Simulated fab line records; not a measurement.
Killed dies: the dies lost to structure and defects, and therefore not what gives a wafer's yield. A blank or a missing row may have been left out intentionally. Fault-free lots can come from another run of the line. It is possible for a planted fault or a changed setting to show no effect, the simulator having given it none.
A lot that was struck, set against a sound lot / flow berkeleyCmos170 / 17 steps out of a route of 331
Sound: the wafers L932.1, L932.2, L932.5. The struck wafers were L931.1, L931.5, L931.6. Last of all comes the cause.
At each step with rows: each side's tool, then ch and its chambers, then its first start. Under that, the readings that differ: sound wafers / struck wafers / difference of the means / sigmas: that difference in standard deviations of wafers without a fault.
alike: readings whose means differ by less than 2 such deviations, and words and numbers that are the same on both sides. not compared: withheld readings, readings that some wafer has no value for, bounds like >300 that may hide the same value, and numbers for which the record gives no deviation and whose values overlap.
The two part at a step that has a row with sigmas, a row that says differs or no value, or rows on one side only. Numbers that have no deviation but don't overlap get no sigmas and don't part them. Lack of a reading on every wafer of one side parts them only where that side has two or more wafers.

UCB170_NVT_OVL_MEAS_06:
  sound on overlay-02, day 10 02:58; struck on overlay-01, day 10 02:47
  alike: NVT_OVL
next, for these wafers, 1 step has no rows: UCB170_NVT_IMPLANT_07.
UCB170_NVT_STRIP_08: strips in O2.
  sound on plasmaAsher-02 ch 0,1, day 10 03:09; struck on plasmaAsher-03 ch 0,1, day 10 02:59
  alike: drypumpMotorCurrentA, oesProductAu, stripTimeToEndpointS
  not compared: rfHoursCounterH
UCB170_NVT_TW_MEAS_09:
  sound on filmMetro-03, day 10 03:15; struck on filmMetro-04, day 10 03:05
  alike: NVT_TW
then, 7 steps without rows for these wafers: UCB170_NVT_CLEAN_10 (cleans in SPM, time 600 s); UCB170_PVT_HMDS_00 (prime time 60 s); UCB170_PVT_COAT_01 (resist thk 900 nm); UCB170_PVT_SOFTBAKE_02 (time 60 s); UCB170_PVT_EXPOSE_03 (exposes mask NWELL, target cd 3000 nm); UCB170_PVT_PEB_04; UCB170_PVT_DEVELOP_05 (develop time 45 s).
UCB170_PVT_OVL_MEAS_06:
  sound on overlay-01, day 10 06:25; struck on overlay-01, day 10 06:13
  alike: PVT_OVL
UCB170_PVT_IMPLANT_07:
  sound on implanter-02 ch 0, day 10 06:27; struck on implanter-03 ch 0, day 10 06:34
UCB170_PVT_STRIP_08: strips in O2.
  sound on plasmaAsher-03 ch 0,1, day 10 06:36; struck on plasmaAsher-02 ch 0,1, day 10 06:48
  alike: drypumpMotorCurrentA, oesProductAu, stripTimeToEndpointS
  not compared: rfHoursCounterH
UCB170_PVT_TW_MEAS_09:
  sound on filmMetro-02, day 10 06:42; struck on filmMetro-01, day 10 06:54
reading=PVT_TW; sound=508 509 511; struck=622 620 620; difference=+111; sigmas=+13
then, 2 steps without rows for these wafers: UCB170_GATE_WET_ETCH_00 (etches SiO2 in dHF, time 200 s); UCB170_M3_PROBE_99.

## WHERE THEY PART
UCB170_PVT_TW_MEAS_09 only, going by this record.

WHY: what had been put in by the simulator
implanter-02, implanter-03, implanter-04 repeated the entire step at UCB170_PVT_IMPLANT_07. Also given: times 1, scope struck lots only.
